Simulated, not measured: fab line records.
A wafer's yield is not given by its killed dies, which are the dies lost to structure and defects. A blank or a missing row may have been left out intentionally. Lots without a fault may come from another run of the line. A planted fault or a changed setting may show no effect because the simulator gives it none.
Split-lot study -- flow berkeleyCmos170 -- on a route of 331 steps: 5 lots, 23 wafers read

SPLIT DETAILS
At UCB170_PWELL_CVD_05 (deposits Si3N4 from SiH2Cl2/NH3, target thk 220 nm, time 3300 s), the setting timeS was moved away from the recipe's 3300 s on 20 of the 23 wafers read, by -12.5% to +8.2%. For the rest of the wafers, this setting stayed at what the recipe calls for.

FROM THE SPLIT TO THE READING: what the file shows between them, 2 steps
- UCB170_PWELL_THK_MEAS_06
- UCB170_PWELL_DEVELOP_12: develop time 45 s (also split here: developTimeS)

THE READING
oesProductAu, in a.u., at UCB170_PWELL_ETCH_14 (etches Si3N4 in CH3F/Ar/O2, stops on SiO2, target depth 242 nm, time 151 s). Fault-free wafers of this fab line usually give 0.940 a.u., standard deviation 0.015 a.u.

wafer,"tool, chamber at the split","timeS as run, s",against the recipe,"oesProductAu, a.u.",against lot-mates on the recipe
L074.1,"-, -",3120,-5.5%,0.881,no lot-mate on the recipe
L074.2,"-, -",3120,-5.5%,0.906,no lot-mate on the recipe
L074.3,"-, -",3120,-5.5%,0.934,no lot-mate on the recipe
L074.4,"-, -",3120,-5.5%,0.918,no lot-mate on the recipe
L074.6,"-, -",3120,-5.5%,0.907,no lot-mate on the recipe
L075.4,"lpcvd-02, 0",3300,recipe,0.951,-
L075.5,"lpcvd-02, 0",3300,recipe,0.944,-
L075.6,"lpcvd-02, 0",3300,recipe,0.947,-
L076.1,"-, -",3035,-8.0%,0.898,no lot-mate on the recipe
L076.2,"-, -",3035,-8.0%,0.899,no lot-mate on the recipe
L076.3,"-, -",3035,-8.0%,0.900,no lot-mate on the recipe
L076.5,"-, -",3035,-8.0%,0.913,no lot-mate on the recipe
L076.6,"-, -",3035,-8.0%,0.898,no lot-mate on the recipe
L085.1,"-, -",2887,-12.5%,0.862,no lot-mate on the recipe
L085.2,"-, -",2887,-12.5%,0.858,no lot-mate on the recipe
L085.3,"-, -",2887,-12.5%,0.856,no lot-mate on the recipe
L085.4,"-, -",2887,-12.5%,0.863,no lot-mate on the recipe
L085.6,"-, -",2887,-12.5%,0.867,no lot-mate on the recipe
L083.1,"-, -",3571,+8.2%,0.983,no lot-mate on the recipe
L083.3,"-, -",3571,+8.2%,0.984,no lot-mate on the recipe
L083.4,"-, -",3571,+8.2%,0.990,no lot-mate on the recipe
L083.5,"-, -",3571,+8.2%,0.985,no lot-mate on the recipe
L083.6,"-, -",3571,+8.2%,0.994,no lot-mate on the recipe

FIT RESULTS
A straight line over all 23 wafers: oesProductAu changes by +0.00592 a.u. for each +1% of timeS; r = +0.97; the points scatter about the line by 0.011 a.u.
Too few moved wafers with a lot-mate on the recipe to fit a line net of each lot's own level.

THE WHOLE CHAIN: every reading that the file lists as answering this split, in the file's order
step,what it does,reading,change (the file's fit),r (the file's)
UCB170_PWELL_CVD_05,"deposits Si3N4 from SiH2Cl2/NH3, target thk 220 nm, time 3300 s","Si3N4_of_PWELL_CVD_05.thkNm (the simulator's own value, which no gauge read)",+2.33 nm for each +1% of the setting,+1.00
UCB170_PWELL_THK_MEAS_06,,PWELL_NITRIDE_THK,+2.33 for each +1% of the setting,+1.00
UCB170_PWELL_ETCH_14,"etches Si3N4 in CH3F/Ar/O2, stops on SiO2, target depth 242 nm, time 151 s",oesProductAu,+0.00593 a.u. for each +1% of the setting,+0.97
UCB170_PWELL_ETCH_14,"etches Si3N4 in CH3F/Ar/O2, stops on SiO2, target depth 242 nm, time 151 s","etch.depthNm (the simulator's own value, which no gauge read)",+2.29 nm for each +1% of the setting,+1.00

FILE'S OWN FIT
oesProductAu changes by +0.00593 a.u. for each +1% of timeS, r = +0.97.
